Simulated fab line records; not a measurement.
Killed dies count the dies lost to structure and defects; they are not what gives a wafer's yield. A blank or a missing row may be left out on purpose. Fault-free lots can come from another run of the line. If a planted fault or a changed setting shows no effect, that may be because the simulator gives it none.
2 desks looking at one fault | flow berkeley_cmos170 | every desk sees just its own numbers, and what lay behind them comes last

== AT THE METROLOGY DESK ==
Lot by lot, what the gauges showed, no matter which tool ran the lot: averages of those sampled wafers that carry a number. If a lot's mean is further than 4 standard deviations from the usual mean, the lot is out of limits and carries the mark OUT (the distance appears in the brackets).
Columns: A = NWELL_OVL at UCB170_NWELL_OVL_MEAS_12, usual -3 nm; B = WELLDRIVE_OXIDE_THK at UCB170_WELLDRIVE_THK_MEAS_02, usual 198 nm; C = GATE_OXIDE_THK at UCB170_GATE_THK_MEAS_02, usual 6.61 nm; D = GATE_POLY_THK at UCB170_GATE_THK_MEAS_05, usual 208.3 nm
lot  | first seen here | A  | B              | C    | D
L507 | day 2 09:51     | -1 | 202            | 6.70 | 208.0
L508 | day 2 15:42     | -2 | 198            | 6.63 | 207.7
L509 | day 2 18:59     | -7 | 198            | 6.68 | 209.7
L510 | day 3 03:18     | -6 | 210            | 6.66 | 204.7
L512 | day 3 18:17     | -2 | 192            | 6.67 | 205.9
L514 | day 4 01:47     | -5 | 202            | 6.46 | 211.7
L515 | day 4 16:48     | 1  | 202            | 6.67 | 207.1
L516 | day 4 17:02     | 1  | 171 (-5.8) OUT | 6.61 | 208.7
L517 | day 5 00:10     | 1  | 179 (-4.0) OUT | 6.48 | 210.2
L518 | day 5 00:17     | -5 | 179 (-4.0) OUT | 6.60 | 205.5
L519 | day 5 04:08     | -4 | 175 (-4.9) OUT | 6.63 | 209.7
L522 | day 5 13:31     | 3  | 205            | 6.54 | 207.5
L527 | day 6 08:11     | -3 | 199            | 6.65 | 211.0
L526 | day 6 08:22     | -5 | 201            | 6.75 | 210.1
L529 | day 6 21:47     | 6  | 192            | 6.59 | 207.3
L530 | day 6 22:55     | 6  | 193            | 6.44 | 206.4
This desk's finding: out of limits on L516, L517, L518, L519; first on L516, day 6 09:28 (WELLDRIVE_OXIDE_THK at UCB170_WELLDRIVE_THK_MEAS_02). L507, L508, L509, L510, L512, L514, L515, L522, L527, L526, L529, L530 stayed within limits.

== DESK OF THE TOOL OWNER: furnace-02 ==
The tool's own readings at UCB170_WELLDRIVE_OXIDATION_01 (target thk 199 nm, ox time 9000 s): means of the sampled wafers that have a number, for each lot that ran on this tool. If a lot's mean is further than 4 standard deviations from the usual mean, the lot is out of limits and carries the mark OUT (the distance appears in the brackets).
Columns: A = spike_tc_centre_C at UCB170_WELLDRIVE_OXIDATION_01, usual 1101.8 C; B = spike_tc_load_C at UCB170_WELLDRIVE_OXIDATION_01, usual 1128.7 C; C = spike_tc_source_C at UCB170_WELLDRIVE_OXIDATION_01, usual 1127 C; D = tube_center_temp_C_max at UCB170_WELLDRIVE_OXIDATION_01, usual 1102.8
lot  | first seen here | A                 | B                | C               | D
L510 | day 4 11:28     | 1101.8            | 1127.7           | 1123            | 1102.4
L512 | day 4 21:45     | 1101.9            | 1128.6           | 1122            | 1102.9
L514 | day 5 04:15     | 1102.5            | 1128.6           | 1123            | 1102.8
L515 | day 5 22:25     | 1100.7            | 1129.5           | 1123            | 1102.6
L516 | day 6 05:58     | 1086.4 (-9.6) OUT | 1112.2 (-12) OUT | 1107 (-4.3) OUT | 1102.9
L517 | day 6 05:58     | 1086.3 (-9.7) OUT | 1112.5 (-12) OUT | 1107 (-4.3) OUT | 1103.3
L518 | day 6 05:58     | 1086.4 (-9.6) OUT | 1113.9 (-11) OUT | 1106 (-4.5) OUT | 1102.9
L519 | day 6 05:58     | 1085.6 (-10) OUT  | 1113.4 (-11) OUT | 1106 (-4.4) OUT | 1102.9
Finding of this desk: L516, L517, L518, L519 out of limits; the first was L516 at day 6 05:58, on spike_tc_centre_C at UCB170_WELLDRIVE_OXIDATION_01. L510, L512, L514, L515 stayed within limits.

== TAKEN TOGETHER ==
An alarm could have come from the tool owner's desk at day 6 05:58, on L516, L517, L518, L519.
On L516, L517, L518, L519, the metrology desk was in a position to raise an alarm at day 6 09:28.
Every lot named ran UCB170_WELLDRIVE_OXIDATION_01 on furnace-02.

== WHAT THE SIMULATOR HAD INSERTED ==
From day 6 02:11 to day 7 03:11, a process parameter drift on furnace-02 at UCB170_WELLDRIVE_OXIDATION_01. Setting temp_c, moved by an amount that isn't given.
Struck lots among those shown: L516, L517, L518, L519.
Delay (hours) between the fault's onset and each desk's first out-of-limits reading: 4 at the tool owner's desk, 7 at the metrology desk.
